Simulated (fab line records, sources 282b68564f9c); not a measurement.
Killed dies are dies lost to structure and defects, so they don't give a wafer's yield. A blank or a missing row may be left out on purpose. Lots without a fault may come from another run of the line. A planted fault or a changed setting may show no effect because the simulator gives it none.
fab line records | flow rit_cmos
record lots=13 wafers=38 last_day=8
route steps=202 shown ACTIVE@14 PLDD@123 SPACER@130 PSD@151 M1@202
lots that met no fault: from a run of the same line without faults
start_h: hours from the record's first day to the start of the lot's first wafer shown | wait_h: hours since the lot's step before | " the same as in the row above | L1.1+2: a row that stands for several wafers | - no value, or no start given | * or withheld: withheld | < > ~ a bound
route shown NAME@n: a module of which the file shows steps, and the number in the route of the first | usual: mean/standard deviation of fault-free wafers | same: alike in all rows | chamber/n: place in a boat | sites: the reading at each site | _std_site: their standard deviation | _edge_site: outer sites' mean less inner sites' | radius_mm: how far each site lies from the wafer's centre | mask NAME#n: copy n | behind: the tool/chamber that last shaped the wafer | hold: why the lot was held/for how many hours/how that ended | device: the transistor (n, p or np) that didn't switch | end of line: the same wafers' tests at the end of the route | a step without rows: its recipe alone | killed: dies lost to structure and defects at the first sort, not the wafer's yield | map: a wafer's dies, x killed, . not, _ none there
set.NAME: the setting as run; set.NAME@STEP: as run at that earlier step | model.NAME: the simulator's own value behind a step, which no gauge read
steps of the route over a sample of lots; a table a step, a row a wafer
services: from which hour (start_h, from the record's first day; less than 0 if before it) a tool's chamber was out of use, for how many hours, and why
## steps
# step RIT_ACTIVE_ETCH_13
# recipe stop_on=SiO2 chemistry=SF6 target=Si3N4 time_s=210 over_etch_frac=0.4 SF6_flow_sccm=200 pressure_mtorr=260 rf_w=125 target_depth_a=2100
# usual drypump_motor_current_A=5.4/0.45 oes_product_au=0.817/0.01 throttle_valve_pct=7.50/0.1
# columns lot.wafer tool chamber start_h wait_h drypump_motor_current_A oes_product_au rf_hours_counter_h throttle_valve_pct
L388.2 rie_diel-04 0 14.73 0.1 6.5 0.832 136 7.54
L388.4 " 3 " " 5.1 0.824 65 7.49
L388.6 " 0 " " 6.5 0.826 - 7.52
L390.3 rie_diel-01 3 26.82 0.1 4.7 0.815 5 7.46
L390.4 " 1 " " 5.2 0.831 129 7.55
L390.5 " 1 " " 5.1 0.827 - 7.55
L391.2 rie_diel-01 2 29.71 0.1 5.1 0.828 4 7.41
L391.3 " 1 " " 5.2 0.821 130 7.54
L391.6 " 1 " " 5.2 0.826 - 7.56
L392.4 rie_diel-02 1 37.10 0.1 5.4 0.811 103 7.44
L392.5 " 2 " " 5.3 0.821 - 7.68
L392.6 " 1 " " 5.4 0.827 - 7.43
L394.3 rie_diel-01 0 46.24 0.1 5.6 0.792 2 7.58
L394.4 " 3 " " 4.7 0.808 6 7.45
L394.6 " 3 " " 4.7 0.821 - 7.46
L395.1 rie_diel-04 0 50.18 0.1 6.5 0.833 136 7.52
L395.4 " 0 " " 6.5 0.829 - 7.52
L395.5 " 3 " " 5.2 0.819 - 7.48
L398.4 rie_diel-01 3 65.82 0.1 4.7 0.824 6 7.44
L398.5 " 1 " " 5.2 0.834 - 7.56
L398.6 " 2 " " 5.1 0.831 - 7.39
L399.1 rie_diel-04 0 70.17 0.1 6.4 0.831 137 7.52
L399.2 " 2 " " 6.0 0.826 134 7.50
L399.5 " 3 " " 5.2 0.810 - 7.51
L401.3 rie_diel-02 2 83.17 0.1 5.3 0.814 4 7.70
L401.5 " 0 " " 6.1 0.812 - 7.60
L402.2 rie_diel-01 3 85.29 0.1 4.7 0.822 6 7.44
L402.3 " 0 " " 5.6 0.799 3 7.58
L402.4 " 2 " " 5.1 0.823 5 7.38
L408.3 rie_diel-02 3 116.64 0.1 5.7 0.820 8 7.37
L408.4 " 0 " " 6.1 0.809 85 7.61
L408.6 " 1 " " 5.3 0.818 - 7.43
L410.1 rie_diel-01 1 124.71 0.1 5.2 0.840 131 7.56
L410.2 " 2 " " 5.1 0.839 6 7.40
L410.3 " 3 " " 4.7 0.829 7 7.44
L411.3 rie_diel-02 3 131.95 0.1 5.7 0.822 8 7.36
L411.5 " 3 " " 5.7 0.812 - 7.36
L411.6 " 0 " " 6.1 0.796 - 7.62
# step RIT_PLDD_STRIP_09
# recipe chemistry=O2 time_s=180 resist=NOVOLAK platen_temp_c=withheld power_w=500 pressure_mtorr=4000 o2_flow_sccm=4000
# usual drypump_motor_current_A=5.61/0.2 rf_refl_power_W=7.1/1.2
# columns lot.wafer tool chamber start_h wait_h drypump_motor_current_A rf_hours_counter_h rf_refl_power_W
L388.2 plasma_asher-01 1 54.13 0.1 5.72 40 7.8
L388.4 " 1 " " 5.73 - 7.7
L388.6 " 0 " " 5.64 - 7.5
L390.3 plasma_asher-01 0 56.21 0.1 5.64 - 7.7
L390.4 " 1 " " 5.74 - 7.7
L390.5 " 0 " " 5.65 - 7.8
L391.2 plasma_asher-03 0 70.42 0.1 5.65 44 6.9
L391.3 " 0 " " 5.66 - 7.1
L391.6 " 0 " " 5.65 - 7.0
L392.4 plasma_asher-01 0 75.23 0.1 5.64 - 7.4
L392.5 " 0 " " 5.63 - 7.7
L392.6 " 1 " " 5.71 - 7.7
L394.3 plasma_asher-01 0 78.18 0.1 5.64 - 7.5
L394.4 " 1 " " 5.72 - 8.2
L394.6 " 1 " " 5.72 - 7.9
L395.1 plasma_asher-04 0 80.16 0.1 5.72 44 9.0
L395.4 " 1 " " 5.16 - 6.3
L395.5 " 1 " " 5.17 - 6.3
L398.4 plasma_asher-03 0 96.20 0.1 5.65 - 7.1
L398.5 " 1 " " 5.76 - 4.7
L398.6 " 0 " " 5.68 - 7.1
L399.1 plasma_asher-04 1 103.02 0.1 5.16 46 6.5
L399.2 " 0 " " 5.71 46 8.6
L399.5 " 1 " " 5.17 - 6.5
L401.3 plasma_asher-04 0 112.34 0.1 5.74 - 8.2
L401.5 " 0 " " 5.72 - 8.4
L402.2 plasma_asher-03 1 114.64 0.1 5.73 50 5.2
L402.3 " 0 " " 5.64 - 6.9
L402.4 " 1 " " 5.74 - 4.8
L408.3 plasma_asher-04 1 156.66 0.1 5.15 - 7.1
L408.4 " 0 " " 5.72 - 8.6
L408.6 " 0 " " 5.71 - 8.6
L410.1 plasma_asher-01 1 171.52 0.1 5.74 5 7.8
L410.2 " 0 " " 5.65 5 7.8
L410.3 " 0 " " 5.65 - 7.8
L411.3 plasma_asher-03 1 171.94 0.1 5.73 - 5.0
L411.5 " 1 " " 5.73 - 4.8
L411.6 " 0 " " 5.67 - 7.0
# step RIT_SPACER_ETCHBACK_05
# recipe target_depth_a=2500 SF6_flow_sccm=30 CHF3_flow_sccm=30 target=Si3N4 chemistry=SF6/CHF3 pressure_mtorr=40 rf_w=250 time_s=240 stop_on=SiO2
# usual drypump_motor_current_A=5.5/0.53 oes_product_au=0.845/0.013 throttle_valve_pct=10.33/0.11
# columns lot.wafer tool chamber start_h wait_h drypump_motor_current_A oes_product_au rf_hours_counter_h throttle_valve_pct
L388.2 rie_diel-04 0 56.74 0.0 6.4 0.856 137 10.31
L388.4 " 1 " " 5.7 0.837 7 10.43
L388.6 " 2 " " 6.0 0.855 - 10.29
L390.3 rie_diel-04 1 58.75 0.0 5.6 0.842 7 10.41
L390.4 " 2 " " 6.0 0.847 134 10.28
L390.5 " 2 " " 6.0 0.858 - 10.26
L391.2 rie_diel-03 1 73.00 0.0 5.3 0.859 83 10.57
L391.3 " 3 " " 5.5 0.859 53 10.28
L391.6 " 3 " " 5.5 0.845 - 10.28
L392.4 rie_diel-01 0 77.78 0.0 5.5 0.829 3 10.29
L392.5 " 2 " " 5.1 0.854 - 10.16
L392.6 " 3 " " 4.6 0.858 - 10.24
L394.3 rie_diel-01 0 80.71 0.0 5.5 0.807 3 10.30
L394.4 " 1 " " 5.2 0.844 131 10.29
L394.6 " 3 " " 4.7 0.831 - 10.23
L395.1 rie_diel-04 3 82.75 0.1 5.1 0.848 66 10.28
L395.4 " 0 " " 6.4 0.856 137 10.29
L395.5 " 0 " " 6.4 0.854 - 10.30
L398.4 rie_diel-01 2 98.75 0.0 5.1 0.846 5 10.16
L398.5 " 0 " " 5.5 0.809 - 10.31
L398.6 " 3 " " 4.7 0.843 - 10.24
L399.1 rie_diel-01 1 105.61 0.1 5.2 0.844 131 10.31
L399.2 " 2 " " 5.1 0.836 5 10.17
L399.5 " 3 " " 4.7 0.839 - 10.24
L401.3 rie_diel-01 1 115.25 0.0 5.2 0.841 131 10.30
L401.5 " 0 " " 5.6 0.827 - 10.31
L402.2 rie_diel-03 3 117.41 0.0 5.5 0.860 54 10.26
L402.3 " 1 " " 5.3 0.866 84 10.59
L402.4 " 1 " " 5.3 0.872 - 10.58
L408.3 rie_diel-04 1 159.19 0.0 5.7 0.838 9 10.43
L408.4 " 2 " " 6.0 0.854 136 10.26
L408.6 " 2 " " 6.0 0.851 - 10.28
L410.1 rie_diel-04 3 174.45 0.1 5.2 0.829 68 10.26
L410.2 " 1 " " 5.6 0.826 10 10.42
L410.3 " 2 " " 6.0 0.836 136 10.28
L411.3 rie_diel-03 1 174.89 0.0 5.3 0.869 85 10.59
L411.5 " 1 " " 5.3 0.857 - 10.58
L411.6 " 0 " " 5.1 0.853 - 10.33
# step RIT_PSD_STRIP_09
# recipe chemistry=O2 time_s=180 resist=NOVOLAK platen_temp_c=withheld power_w=500 pressure_mtorr=4000 o2_flow_sccm=4000
# usual drypump_motor_current_A=5.7/0.3 rf_refl_power_W=6.6/1.7
# columns lot.wafer tool chamber start_h wait_h drypump_motor_current_A rf_hours_counter_h rf_refl_power_W
L388.2 plasma_asher-03 0 59.88 0.1 5.7 43 7.1
L388.4 " 0 " " 5.6 - 7.1
L388.6 " 1 " " 5.7 - 5.0
L390.3 plasma_asher-03 1 61.93 0.1 5.8 - 5.0
L390.4 " 0 " " 5.7 - 7.1
L390.5 " 0 " " 5.7 - 7.4
L391.2 plasma_asher-04 0 75.88 0.1 5.7 43 8.5
L391.3 " 1 " " 5.1 - 6.7
L391.6 " 0 " " 5.7 - 8.5
L392.4 plasma_asher-02 1 80.60 0.1 6.0 - 9.4
L392.5 " 0 " " 6.3 - 4.1
L392.6 " 1 " " 6.0 - 8.8
L394.3 plasma_asher-03 0 83.72 0.1 5.7 - 6.8
L394.4 " 1 " " 5.7 - 5.2
L394.6 " 0 " " 5.7 - 6.8
L395.1 plasma_asher-04 0 85.98 0.1 5.7 44 8.6
L395.4 " 0 " " 5.7 - 8.8
L395.5 " 1 " " 5.2 - 6.3
L398.4 plasma_asher-03 1 102.24 0.1 5.7 - 5.2
L398.5 " 0 " " 5.7 - 7.0
L398.6 " 1 " " 5.7 - 4.8
L399.1 plasma_asher-03 1 108.49 0.1 5.7 49 5.0
L399.2 " 0 " " 5.6 49 7.1
L399.5 " 0 " " 5.7 - 7.2
L401.5 plasma_asher-04 1 118.61 0.1 5.2 - 6.6
L402.2 plasma_asher-03 0 120.42 0.1 5.7 50 6.9
L402.3 " 0 " " 5.7 - 7.0
L402.4 " 1 " " 5.7 - 4.8
L408.3 plasma_asher-04 1 162.13 0.1 5.1 - 6.5
L408.4 " 0 " " 5.7 - 8.6
L408.6 " 0 " " 5.7 - 8.3
L410.1 plasma_asher-02 0 177.33 0.1 6.3 37 4.0
L410.2 " 1 " " 6.0 37 9.3
L410.3 " 1 " " 6.0 - 8.7
L411.3 plasma_asher-03 0 177.83 0.1 5.7 - 7.0
L411.5 " 1 " " 5.7 - 4.8
L411.6 " 0 " " 5.6 - 7.1
# step RIT_M1_PROBE_99
# usual killed_at_M0_to_M3=0.0/0.2 killed_at_contacts=0.1/0.31 killed_at_front_end=7/3 killed_dies=7/3 killed_on_rim=2.0/1.3 killed_open=3.8/2.1 killed_short=3.6/1.9
# same gross_dies=264 killed_at_M4_up=0 killed_at_back_side=0 killed_at_other=0
# columns lot.wafer tool chamber start_h wait_h killed_at_M0_to_M3 killed_at_contacts killed_at_front_end killed_dies killed_on_rim killed_open killed_short
L395.1 prober-02 - 94.84 0.1 0 0 13 13 3 6 7
L395.4 prober-02 - 94.99 0.2 0 0 10 10 1 5 5
L395.5 prober-02 - 95.04 0.2 0 0 9 9 3 4 5
L401.3 prober-02 - 127.26 0.2 0 0 255 255 68 1 4
L401.5 prober-02 - 127.36 0.2 0 0 8 8 1 4 4
# killed by level:class
L395.1 FOX1:geometric_particle:open=3 FOX1:geometric_particle:short=2 GATE:geometric_particle:short=2 SPACER:geometric_particle:short=2 FOX2:geometric_particle:open=1 REOX:geometric_particle:open=1 SPACER:geometric_particle:open=1 SILICIDE:geometric_particle:short=1
L395.4 GATE:geometric_particle:short=3 SPACER:geometric_particle:open=3 FOX1:geometric_particle:open=1 REOX:geometric_particle:open=1 REOX:geometric_particle:short=1 SILICIDE:geometric_particle:short=1
L395.5 FOX1:geometric_particle:short=2 SILICIDE:geometric_particle:open=2 FOX1:geometric_particle:open=1 FOX2:geometric_particle:short=1 GATE:geometric_particle:short=1 GATE:geometric_particle:open=1 SILICIDE:geometric_particle:short=1
L401.3 SPACER:area_etchback=250 GATE:geometric_particle:short=2 FOX1:geometric_particle:short=1 REOX:geometric_particle:open=1 SILICIDE:geometric_particle:short=1
L401.5 REOX:geometric_particle:open=2 SILICIDE:geometric_particle:short=2 SILICIDE:geometric_particle:open=2 GATE:geometric_particle:short=1 SPACER:geometric_particle:short=1
## services
# columns tool chamber start_h hours kind
rie_diel-04 0 4.50 2.1 repair
rie_diel-01 - 9.19 14.6 pm
plasma_asher-04 - 19.39 0.9 repair
rie_diel-04 1 45.30 9.2 repair
rie_diel-03 - 52.23 0.3 repair
rie_diel-04 - 55.87 0.1 repair
rie_diel-04 2 60.95 3.0 repair
plasma_asher-04 - 63.69 2.8 pm
rie_diel-04 3 73.97 6.3 repair
plasma_asher-01 - 89.30 3.2 repair
rie_diel-03 2 101.33 - clean
rie_diel-03 2 101.33 17.3 scheduled_down
rie_diel-03 2 101.33 17.3 vent_cycle
plasma_asher-01 - 108.80 9.0 pm
plasma_asher-01 0 108.80 9.0 vent_cycle
plasma_asher-01 1 108.80 9.0 vent_cycle
rie_diel-04 2 114.54 8.5 repair
plasma_asher-01 0 117.80 - clean
plasma_asher-01 1 117.80 - clean
rie_diel-03 - 121.34 2.8 pm
rie_diel-03 0 124.09 - clean
rie_diel-03 0 124.09 22.8 scheduled_down
rie_diel-03 0 124.09 22.8 vent_cycle
## key
first_sign step=RIT_M1_PROBE_99 reading=killed_at_front_end direction=up sigmas=82 usual=7 struck=255
effect step=RIT_M1_PROBE_99 reading=killed_dies direction=up sigmas=82 usual=7 struck=255
more_kills_born_at RIT_SPACER_ETCHBACK_05@rie_diel-01=250
met_at RIT_SPACER_ETCHBACK_05
struck_lots L401
struck_wafers L401.3
later_rows_left_out L401.3
tester_left_out L401
not_acting_at RIT_ACTIVE_ETCH_13,RIT_PLDD_STRIP_09,RIT_PSD_STRIP_09
onset_between 105.61 115.25
fault kind=process_parameter_drift tool=rie_diel-01 chamber=1 onset_h=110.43 steps=RIT_SPACER_ETCHBACK_05 channel=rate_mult offset=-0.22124 shape=step end_h=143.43
# tester_left_out: of these lots the tester's yield and bins aren't shown, on N5 and GAA mostly nor the transistor test; their killed dies are dies lost to structure and defects alone, not to doping, threshold or leakage, so they don't give the yield
# later_rows_left_out: the simulator's readings of these wafers behind a module that went badly wrong aren't trusted and aren't shown, but for the sort
